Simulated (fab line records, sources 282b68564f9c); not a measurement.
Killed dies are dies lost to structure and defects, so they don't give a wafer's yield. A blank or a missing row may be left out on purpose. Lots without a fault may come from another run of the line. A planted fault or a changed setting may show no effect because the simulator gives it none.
fab line records | flow rit_cmos
record lots=5 wafers=15 last_day=7
route steps=202 shown PLDD@159 NLDD@160 SILICIDE@161 CONTACT@168
lots that met no fault: from a run of the same line without faults
start_h: hours from the record's first day to the start of the lot's first wafer shown | wait_h: hours since the lot's step before | " the same as in the row above | L1.1+2: a row that stands for several wafers | - no value, or no start given | * or withheld: withheld | < > ~ a bound
route shown NAME@n: a module of which the file shows steps, and the number in the route of the first | usual: mean/standard deviation of fault-free wafers | same: alike in all rows | chamber/n: place in a boat | sites: the reading at each site | _std_site: their standard deviation | _edge_site: outer sites' mean less inner sites' | radius_mm: how far each site lies from the wafer's centre | mask NAME#n: copy n | behind: the tool/chamber that last shaped the wafer | hold: why the lot was held/for how many hours/how that ended | device: the transistor (n, p or np) that didn't switch | end of line: the same wafers' tests at the end of the route | a step without rows: its recipe alone | killed: dies lost to structure and defects at the first sort, not the wafer's yield | map: a wafer's dies, x killed, . not, _ none there
set.NAME: the setting as run; set.NAME@STEP: as run at that earlier step | model.NAME: the simulator's own value behind a step, which no gauge read
lots at some steps of the route; a table a step, a row a wafer
services: from which hour (start_h, from the record's first day; less than 0 if before it) a tool's chamber was out of use, for how many hours, and why
## steps
# step RIT_SDANNEAL_RS_MEAS_06
# recipe thk_meas_gauge=four-point-probe
# usual PLDD_RS=178.6/0.53
# columns lot.wafer tool chamber start_h wait_h PLDD_RS[ohm/sq]
L074.3 film_metro-02 - 52.94 0.1 177.7
L074.5 " - " " 177.3
L074.6 " - " " 177.2
L075.3 film_metro-02 - 61.78 0.1 178.7
L075.4 " - " " 178.4
L075.5 " - " " 178.5
L083.2 film_metro-02 - 101.54 0.1 178.9
L083.5 " - " " 179.1
L083.6 " - " " 178.8
L091.1 film_metro-02 - 139.68 0.1 177.9
L091.2 " - " " 178.1
L091.3 " - " " 177.9
L094.2 film_metro-04 - 156.49 0.1 178.6
L094.4 " - " " 178.7
L094.5 " - " " 178.5
# step RIT_SDANNEAL_RS_MEAS_07
# recipe thk_meas_gauge=four-point-probe
# usual NLDD_RS=151.6/0.54
# columns lot.wafer tool chamber start_h wait_h NLDD_RS[ohm/sq]
L074.3 film_metro-02 - 53.06 0.1 150.6
L074.5 " - " " 150.8
L074.6 " - " " 151.1
L075.3 film_metro-02 - 61.90 0.1 151.7
L075.4 " - " " 151.1
L075.5 " - " " 151.6
L083.2 film_metro-02 - 101.66 0.1 151.2
L083.5 " - " " 149.9
L083.6 " - " " 150.6
L091.1 film_metro-02 - 139.80 0.1 150.9
L091.2 " - " " 151.1
L091.3 " - " " 150.7
L094.2 film_metro-04 - 156.61 0.1 151.1
L094.4 " - " " 152.0
L094.5 " - " " 150.9
# step RIT_SILICIDE_WET_ETCH_00
# recipe chemistry=BOE target=SiO2 target_depth_nm=14 time_s=15 dry=n2_spin dilution=10:1 temp_c=21.5
# columns lot.wafer tool chamber start_h wait_h
L074.3+5+6 wet_bench-03 1 53.14 0.1
L075.3+4+5 wet_bench-04 0 61.98 0.1
L083.2+5+6 wet_bench-02 1 101.76 0.1
L091.1+2+3 wet_bench-04 3 139.92 0.1
L094.2+4+5 wet_bench-04 0 156.71 0.1
# step RIT_SILICIDE_SPUTTER_01
# recipe material=Ti target_thk_nm=30 power_w=350 chamber_pressure_pa=0.667 gas=Ar time_s=240 substrate_temp_c=25
# usual throttle_valve_pct=30.2/1.1
# columns lot.wafer tool chamber start_h wait_h throttle_valve_pct
L074.3 pvd_sputter-04 - 53.15 0.0 31.1
L074.5 " - " " 29.3
L074.6 " - " " 31.0
L075.3 pvd_sputter-03 - 61.99 0.0 31.0
L075.4 " - " " 32.1
L075.5 " - " " 29.5
L083.2 pvd_sputter-03 - 101.78 0.0 30.8
L083.5 " - " " 28.7
L083.6 " - " " 29.8
L091.1 pvd_sputter-04 - 139.93 0.0 30.7
L091.2 " - " " 28.8
L091.3 " - " " 30.1
L094.2 pvd_sputter-04 - 156.72 0.0 29.2
L094.4 " - " " 29.8
L094.5 " - " " 30.5
# step RIT_SILICIDE_RS_MEAS_02
# recipe thk_meas_gauge=four-point-probe reads=Ti_of_SILICIDE_SPUTTER_01
# usual SILICIDE_TI_RS=47.7/0.72
# columns lot.wafer tool chamber start_h wait_h SILICIDE_TI_RS[ohm/sq]
L074.3 film_metro-03 - 53.34 0.1 47.7
L074.5 " - " " 47.4
L074.6 " - " " 48.1
L075.3 film_metro-02 - 62.18 0.1 48.1
L075.4 " - " " 49.9
L075.5 " - " " 48.6
L083.2 film_metro-03 - 101.95 0.1 47.8
L083.5 " - " " 47.5
L083.6 " - " " 48.1
L091.1 film_metro-03 - 140.08 0.1 47.2
L091.2 " - " " 47.4
L091.3 " - " " 47.1
L094.2 film_metro-02 - 156.89 0.1 47.3
L094.4 " - " " 47.6
L094.5 " - " " 47.5
# step RIT_SILICIDE_THK_MEAS_03
# recipe thk_meas_gauge=xrf reads=Ti_of_SILICIDE_SPUTTER_01
# usual SILICIDE_TI_THK=29.6/0.39
# columns lot.wafer tool chamber start_h wait_h SILICIDE_TI_THK[nm]
L074.3 film_metro-03 - 53.44 0.1 29.6
L074.5 " - " " 29.7
L074.6 " - " " 29.4
L075.3 film_metro-02 - 62.28 0.1 29.3
L075.4 " - " " 28.5
L075.5 " - " " 29.0
L083.2 film_metro-03 - 102.06 0.1 29.5
L083.5 " - " " 29.7
L083.6 " - " " 29.4
L091.1 film_metro-03 - 140.20 0.1 29.8
L091.2 " - " " 29.8
L091.3 " - " " 30.0
L094.2 film_metro-02 - 157.00 0.1 29.7
L094.4 " - " " 29.5
L094.5 " - " " 29.7
# step RIT_SILICIDE_RTA_04
# recipe temp_c=650 time_s=10 idle_temp_c=25 ramp_up_s=5 ramp_down_s=5 cool_to_c=25 ambient=N2
# usual anneal_temp_c_max=652.8/0.79 wafer_temp_C_max=652.2/0.52
# columns lot.wafer tool chamber start_h wait_h anneal_temp_c_max wafer_temp_C_max
L074.3 rtp_anneal-01 0 53.50 0.1 653.3 651.1
L074.5 " 0 " " 653.4 652.2
L074.6 " 0 " " 653.7 651.4
L075.3 rtp_anneal-02 0 62.34 0.1 653.1 652.8
L075.4 " 0 " " 652.9 651.3
L075.5 " 0 " " 652.8 652.1
L083.2 rtp_anneal-02 0 102.12 0.1 652.0 652.0
L083.5 " 0 " " 652.5 651.6
L083.6 " 0 " " 652.2 651.5
L091.1 rtp_anneal-02 0 140.26 0.1 652.6 651.8
L091.2 " 0 " " 651.2 652.1
L091.3 " 0 " " 651.7 652.5
L094.2 rtp_anneal-01 0 157.06 0.1 653.9 651.7
L094.4 " 0 " " 653.5 651.4
L094.5 " 0 " " 654.3 652.2
# step RIT_SILICIDE_WET_ETCH_05
# recipe chemistry=SPM target=Ti temp_c=90 time_s=120 dry=n2_spin
# columns lot.wafer tool chamber start_h wait_h
L074.3+5+6 wet_bench-02 3 53.55 0.0
L075.3+4+5 wet_bench-02 0 62.39 0.0
L083.2+5+6 wet_bench-02 2 102.17 0.0
L091.1+2+3 wet_bench-03 1 140.33 0.1
L094.2+4+5 wet_bench-03 3 157.12 0.0
# step RIT_SILICIDE_RTA_06
# recipe temp_c=750 time_s=10 idle_temp_c=25 ramp_up_s=5 ramp_down_s=10 cool_to_c=25 ambient=N2
# usual anneal_temp_c_max=753.2/0.92 wafer_temp_C_max=752.5/0.6
# columns lot.wafer tool chamber start_h wait_h anneal_temp_c_max wafer_temp_C_max
L074.3 rtp_anneal-02 0 53.61 0.0 752.2 752.9
L074.5 " 0 " " 752.1 752.8
L074.6 " 0 " " 753.5 752.7
L075.3 rtp_anneal-01 0 62.45 0.0 753.9 752.3
L075.4 " 0 " " 754.6 751.8
L075.5 " 0 " " 753.4 751.7
L083.2 rtp_anneal-01 0 102.23 0.0 753.7 751.9
L083.5 " 0 " " 754.2 751.9
L083.6 " 0 " " 754.0 752.2
L091.1 rtp_anneal-01 0 140.37 0.0 754.3 751.6
L091.2 " 0 " " 753.0 752.1
L091.3 " 0 " " 754.2 752.2
L094.2 rtp_anneal-02 0 157.17 0.0 752.4 752.6
L094.4 " 0 " " 752.1 752.6
L094.5 " 0 " " 751.6 752.4
# step RIT_CONTACT_CVD_00
# recipe material=SiO2 target_thk_nm=400 precursor=TEOS temp_c=390 time_s=61 rf_w=400
# usual heater_power_w=313/45
# columns lot.wafer tool chamber start_h wait_h heater_power_w
L074.3 pecvd-01 2 53.66 0.0 341
L074.5 " 1 " " 296
L074.6 " 0 " " 319
L075.3 pecvd-03 1 62.49 0.0 280
L075.4 " 0 " " 292
L075.5 " 2 " " 305
L083.2 pecvd-03 1 102.28 0.0 322
L083.5 " 0 " " 264
L083.6 " 2 " " 380
L091.1 pecvd-01 0 140.44 0.1 354
L091.2 " 1 " " 248
L091.3 " 2 " " 375
L094.2 pecvd-01 1 157.23 0.0 269
L094.4 " 0 " " 312
L094.5 " 2 " " 306
# step RIT_CONTACT_THK_MEAS_01
# recipe reads=SiO2_of_CONTACT_CVD_00
# usual CONTACT_TEOS_THK=399/4.7
# columns lot.wafer tool chamber start_h wait_h CONTACT_TEOS_THK[nm]
L074.3 film_metro-01 - 53.73 0.0 401
L074.5 " - " " 407
L074.6 " - " " 401
L075.3 film_metro-04 - 62.56 0.0 398
L075.4 " - " " 407
L075.5 " - " " 407
L083.2 film_metro-01 - 102.34 0.0 394
L083.5 " - " " 404
L083.6 " - " " 407
L091.1 film_metro-04 - 140.49 0.0 398
L091.2 " - " " 396
L091.3 " - " " 401
L094.2 film_metro-03 - 157.29 0.0 399
L094.4 " - " " 405
L094.5 " - " " 408
# step RIT_CONTACT_HMDS_02
# recipe prime_time_s=60 prime_temp_c=140
# columns lot.wafer tool chamber start_h wait_h
L074.3+5+6 litho_track-03 0 53.82 0.1
L075.3+4+5 litho_track-01 0 62.65 0.1
L083.2+5+6 litho_track-03 0 102.42 0.1
L091.1+2+3 litho_track-01 0 140.55 0.1
L094.2+4+5 litho_track-02 0 157.36 0.1
# step RIT_CONTACT_COAT_03
# recipe resist=NOVOLAK spin_rpm=3250 resist_thk_nm=1000
# columns lot.wafer tool chamber start_h wait_h
L074.3+5+6 litho_track-03 0 53.97 0.1
L075.3+4+5 litho_track-01 0 62.80 0.1
L083.2+5+6 litho_track-03 0 102.57 0.1
L091.1+2+3 litho_track-01 0 140.70 0.1
L094.2+4+5 litho_track-02 0 157.51 0.1
# step RIT_CONTACT_SOFTBAKE_04
# recipe resist=NOVOLAK temp_c=90 time_s=60
# columns lot.wafer tool chamber start_h wait_h
L074.3+5+6 litho_track-03 0 54.12 0.1
L075.3+4+5 litho_track-01 0 62.95 0.1
L083.2+5+6 litho_track-03 0 102.72 0.1
L091.1+2+3 litho_track-01 0 140.85 0.1
L094.2+4+5 litho_track-02 0 157.66 0.1
# step RIT_CONTACT_EXPOSE_05
# recipe mask_id=M11 na=0.6 source_shape=conventional sigma_outer=0.5 target_cd_nm=1000 dose_mj=250
# same sigma_outer=0.5
# columns lot.wafer tool chamber start_h wait_h mask
L074.3+5+6 iline_stepper-01 0 54.38 0.2 M11#0
L075.3+4+5 iline_stepper-02 0 63.22 0.2 M11#0
L083.2+5+6 iline_stepper-01 0 102.86 0.1 M11#0
L091.1+2+3 iline_stepper-02 0 141.12 0.2 M11#0
L094.2+4+5 iline_stepper-02 0 157.81 0.1 M11#0
# step RIT_CONTACT_PEB_06
# recipe resist=NOVOLAK temp_c=withheld time_s=withheld
# columns lot.wafer tool chamber start_h wait_h
L074.3+5+6 litho_track-01 0 54.51 0.1
L075.3+4+5 litho_track-01 0 63.40 0.2
L083.2+5+6 litho_track-03 0 102.98 0.1
L091.1+2+3 litho_track-02 0 141.29 0.1
L094.2+4+5 litho_track-01 0 157.93 0.1
# step RIT_CONTACT_DEVELOP_07
# recipe resist=NOVOLAK develop_time_s=120 dev_temp_c=23
# columns lot.wafer tool chamber start_h wait_h
L074.3+5+6 litho_track-01 0 - -
L075.3+4+5 litho_track-01 0 - -
L083.2+5+6 litho_track-03 0 - -
L091.1+2+3 litho_track-02 0 - -
L094.2+4+5 litho_track-01 0 - -
# step RIT_CONTACT_CD_MEAS_08
# recipe target_cd_nm=1000
# usual cd_nm=1000.1/1.9
# columns lot.wafer tool chamber start_h wait_h cd_nm
L074.3 cd_sem-01 - 54.90 - 1001.0
L074.5 " - " " 1002.1
L074.6 " - " " 999.8
L075.3 cd_sem-02 - 63.79 - 998.3
L075.4 " - " " 1000.7
L075.5 " - " " 1000.2
L083.2 cd_sem-02 - 103.38 - 1001.2
L083.5 " - " " 1001.5
L083.6 " - " " 1001.8
L091.1 cd_sem-01 - 141.69 - 1000.7
L091.2 " - " " 1000.6
L091.3 " - " " 1001.0
L094.2 cd_sem-01 - 158.32 - 998.1
L094.4 " - " " 998.8
L094.5 " - " " 998.6
# step RIT_CONTACT_OVL_MEAS_09
# usual CONTACT_OVL=0.7/1.2
# columns lot.wafer tool chamber start_h wait_h CONTACT_OVL[nm]
L074.3 overlay-01 - 54.99 0.1 -0.6
L074.5 " - " " 1.3
L074.6 " - " " -0.5
L075.3 overlay-02 - 63.88 0.1 2.8
L075.4 " - " " 2.8
L075.5 " - " " 2.4
L083.2 overlay-02 - 103.49 0.1 2.6
L083.5 " - " " 2.0
L083.6 " - " " 2.1
L091.1 overlay-02 - 141.81 0.1 -2.4
L091.2 " - " " -0.6
L091.3 " - " " -1.2
L094.2 overlay-01 - 158.43 0.1 2.2
L094.4 " - " " 2.4
L094.5 " - " " 2.8
# step RIT_CONTACT_HARDBAKE_10
# recipe resist=NOVOLAK temp_c=140 time_s=60
# columns lot.wafer tool chamber start_h wait_h
L074.3+5+6 litho_track-03 0 55.06 0.1
L075.3+4+5 litho_track-03 0 63.96 0.1
L083.2+5+6 litho_track-01 0 103.61 0.1
L091.1+2+3 litho_track-02 0 141.84 0.0
L094.2+4+5 litho_track-02 0 158.48 0.0
# step RIT_CONTACT_ETCH_11
# recipe target_depth_a=4800 over_etch_frac=0.2 stop_on=TiSi2 chemistry=CHF3/CF4/Ar target=SiO2 CHF3_flow_sccm=50 cf4_flow_sccm=10 Ar_flow_sccm=100 O2_flow_sccm=5 pressure_mtorr=100 rf_w=200 time_s=320
# usual drypump_motor_current_A=5.8/0.36 oes_product_au=0.995/0.016 throttle_valve_pct=8.90/0.1
# columns lot.wafer tool chamber start_h wait_h drypump_motor_current_A oes_product_au rf_hours_counter_h throttle_valve_pct
L074.3 rie_diel-03 3 55.16 0.1 5.8 1.000 26 8.84
L074.5 " 3 " " 5.8 0.997 - 8.84
L074.6 " 2 " " 5.8 0.996 - 8.81
L075.3 rie_diel-01 0 64.06 0.1 5.7 1.006 92 8.89
L075.4 " 1 " " 6.0 1.009 8 8.80
L075.5 " 1 " " 6.0 1.016 - 8.80
L083.2 rie_diel-03 1 103.74 0.1 5.4 0.963 160 8.66
L083.5 " 3 " " 5.8 0.994 - 8.85
L083.6 " 2 " " 5.9 0.997 - 8.82
L091.1 rie_diel-02 2 141.99 0.1 5.5 0.979 120 8.93
L091.2 " 1 " " 5.8 0.985 89 9.04
L091.3 " 3 " " 5.5 1.019 4 8.86
L094.2 rie_diel-03 2 158.61 0.1 5.9 0.987 8 8.81
L094.4 " 1 " " 5.4 0.985 0 8.66
L094.5 " 0 " " 5.8 0.985 - 8.84
# step RIT_CONTACT_STRIP_12
# recipe chemistry=O2 time_s=180 resist=NOVOLAK platen_temp_c=withheld power_w=500 pressure_mtorr=4000 o2_flow_sccm=4000
# usual drypump_motor_current_A=5.7/0.31
# columns lot.wafer tool chamber start_h wait_h drypump_motor_current_A rf_hours_counter_h
L074.3 plasma_asher-03 1 55.42 0.2 5.4 -
L074.5 " 1 " " 5.4 -
L074.6 " 0 " " 5.5 -
L075.3 plasma_asher-04 1 64.31 0.2 6.5 -
L075.4 " 0 " " 5.5 -
L075.5 " 0 " " 5.4 -
L083.2 plasma_asher-02 1 103.93 0.1 5.7 48
L083.5 " 1 " " 5.8 -
L083.6 " 0 " " 5.6 -
L091.1 plasma_asher-04 1 142.19 0.1 6.5 2
L091.2 " 0 " " 5.5 2
L091.3 " 0 " " 5.5 -
L094.2 plasma_asher-04 1 158.80 0.1 6.5 4
L094.4 " 1 " " 6.4 -
L094.5 " 1 " " 6.5 -
# step RIT_CONTACT_CD_MEAS_90
# recipe target_cd_nm=1000
# usual cd_nm=1000.2/2
# columns lot.wafer tool chamber start_h wait_h cd_nm
L074.3 cd_sem-02 - 55.57 0.1 1001.0
L074.5 " - " " 1002.4
L074.6 " - " " 1000.3
L075.3 cd_sem-01 - 64.47 0.1 998.2
L075.4 " - " " 1001.1
L075.5 " - " " 1000.7
L083.2 cd_sem-02 - 104.12 0.1 1002.1
L083.5 " - " " 1001.9
L083.6 " - " " 1002.4
L091.1 cd_sem-01 - 142.36 0.1 1000.3
L091.2 " - " " 1001.1
L091.3 " - " " 1000.7
L094.2 cd_sem-01 - 159.00 0.1 998.7
L094.4 " - " " 999.5
L094.5 " - " " 998.3
## services
# columns tool chamber start_h hours kind
iline_stepper-02 - 36.19 1.7 pm
rie_diel-03 0 46.53 12.1 repair
iline_stepper-01 - 47.06 4.2 repair
pecvd-03 0 55.32 4.3 repair
pecvd-03 - 57.99 2.8 pm
rtp_anneal-01 - 66.52 0.7 pm
pecvd-01 - 67.24 0.8 repair
pecvd-01 - 71.22 28.1 pm
plasma_asher-04 - 78.79 21.3 repair
pvd_sputter-04 - 87.40 3.9 repair
rie_diel-02 0 90.66 1.9 repair
rie_diel-01 3 95.37 2.0 repair
pvd_sputter-04 - 100.84 0.8 repair
rie_diel-01 1 107.04 16.2 repair
plasma_asher-04 - 108.75 9.0 pm
wet_bench-03 - 116.04 1.7 repair
plasma_asher-02 - 126.35 4.3 pm
wet_bench-02 - 128.45 1.8 repair
pecvd-03 - 128.55 0.3 repair
rie_diel-02 - 132.06 2.8 pm
iline_stepper-01 - 137.83 1.7 pm
pvd_sputter-03 - 139.66 2.1 repair
pvd_sputter-03 - 148.31 17.6 repair
iline_stepper-01 - 149.55 10.1 repair
## key
fault none
